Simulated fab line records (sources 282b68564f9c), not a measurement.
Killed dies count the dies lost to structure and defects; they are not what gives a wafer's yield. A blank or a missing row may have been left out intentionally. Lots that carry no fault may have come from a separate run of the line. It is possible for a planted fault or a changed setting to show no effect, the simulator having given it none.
Matching of chambers + flow rit_cmos + 4 sister chambers for RIT_ACTIVE_ETCH_13 on rie_diel-01
The step etches Si3N4 in SF6, stops on SiO2, time 210 s, target depth 210 nm. 14 wafers are shown with their chamber, then 6 later ones without.

## WAFERS WITH THEIR CHAMBER
| wafer  | chamber | drypump_motor_current_A (A) | throttle_valve_pct (%) | oes_product_au (a.u.) |
|--------|---------|-----------------------------|------------------------|-----------------------|
| L205.3 | 1       | 5.9                         | 7.45                   | 0.827                 |
| L205.5 | 1       | 5.9                         | 7.45                   | 0.823                 |
| L205.6 | 0       | 5.4                         | 7.54                   | 0.822                 |
| L207.1 | 2       | 5.9                         | 7.59                   | 0.819                 |
| L207.2 | 3       | 5.9                         | 7.48                   | 0.814                 |
| L207.5 | 2       | 6.0                         | 7.58                   | 0.818                 |
| L209.1 | 0       | 5.4                         | 7.55                   | 0.809                 |
| L209.2 | 2       | 5.9                         | 7.60                   | 0.817                 |
| L209.5 | 2       | 5.9                         | 7.59                   | 0.814                 |
| L210.2 | 2       | 5.9                         | 7.59                   | 0.824                 |
| L210.3 | 0       | 5.4                         | 7.54                   | 0.823                 |
| L210.5 | 2       | 5.9                         | 7.58                   | 0.824                 |
| L217.1 | 1       | 5.9                         | 7.43                   | 0.822                 |
| L217.5 | 3       | 5.9                         | 7.47                   | 0.825                 |

SIGNATURES (means of the wafers above)
| reading                 | chamber 0 | chamber 1 | chamber 2 | chamber 3 | scatter within a chamber |
|-------------------------|-----------|-----------|-----------|-----------|--------------------------|
| drypump_motor_current_A | 5.400     | 5.900     | 5.917     | 5.900     | 0.0289                   |
| throttle_valve_pct      | 7.5433    | 7.4433    | 7.5883    | 7.4750    | 0.00816                  |
| oes_product_au          | 0.81800   | 0.82400   | 0.81933   | 0.81950   | 0.00525                  |
Rule: for a wafer and a chamber, the distance is found by dividing, reading by reading, the gap between the wafer's reading and the chamber's mean by the reading's scatter, squaring, summing and taking the root. If the next closest chamber is less than 2 further off than the closest, the wafer can't be placed; otherwise it belongs to the closest. The scatter is the square root of a quotient: the sum, over the shown wafers, of each reading's squared deviation from its chamber's mean, divided by wafers minus chambers.

## WAFERS WITHOUT THEIR CHAMBER
| wafer  | drypump_motor_current_A (A) | throttle_valve_pct (%) | oes_product_au (a.u.) |
|--------|-----------------------------|------------------------|-----------------------|
| L217.6 | 5.4                         | 7.54                   | 0.823                 |
| L219.2 | 5.9                         | 7.44                   | 0.829                 |
| L219.3 | 5.4                         | 7.54                   | 0.824                 |
| L219.6 | 5.9                         | 7.44                   | 0.833                 |
| L223.4 | 5.4                         | 7.55                   | 0.825                 |
| L223.5 | 5.9                         | 7.47                   | 0.819                 |

## WHICH CHAMBER EACH ONE RAN IN
| wafer  | from the rows above | in truth |
|--------|---------------------|----------|
| L217.6 | 0                   | 0        |
| L219.2 | 1                   | 1        |
| L219.3 | 0                   | 0        |
| L219.6 | 1                   | 1        |
| L223.4 | 0                   | 0        |
| L223.5 | 3                   | 3        |
Placed correctly: 6 of 6. Left unplaced by these rows: 0. Placed wrongly: 0.
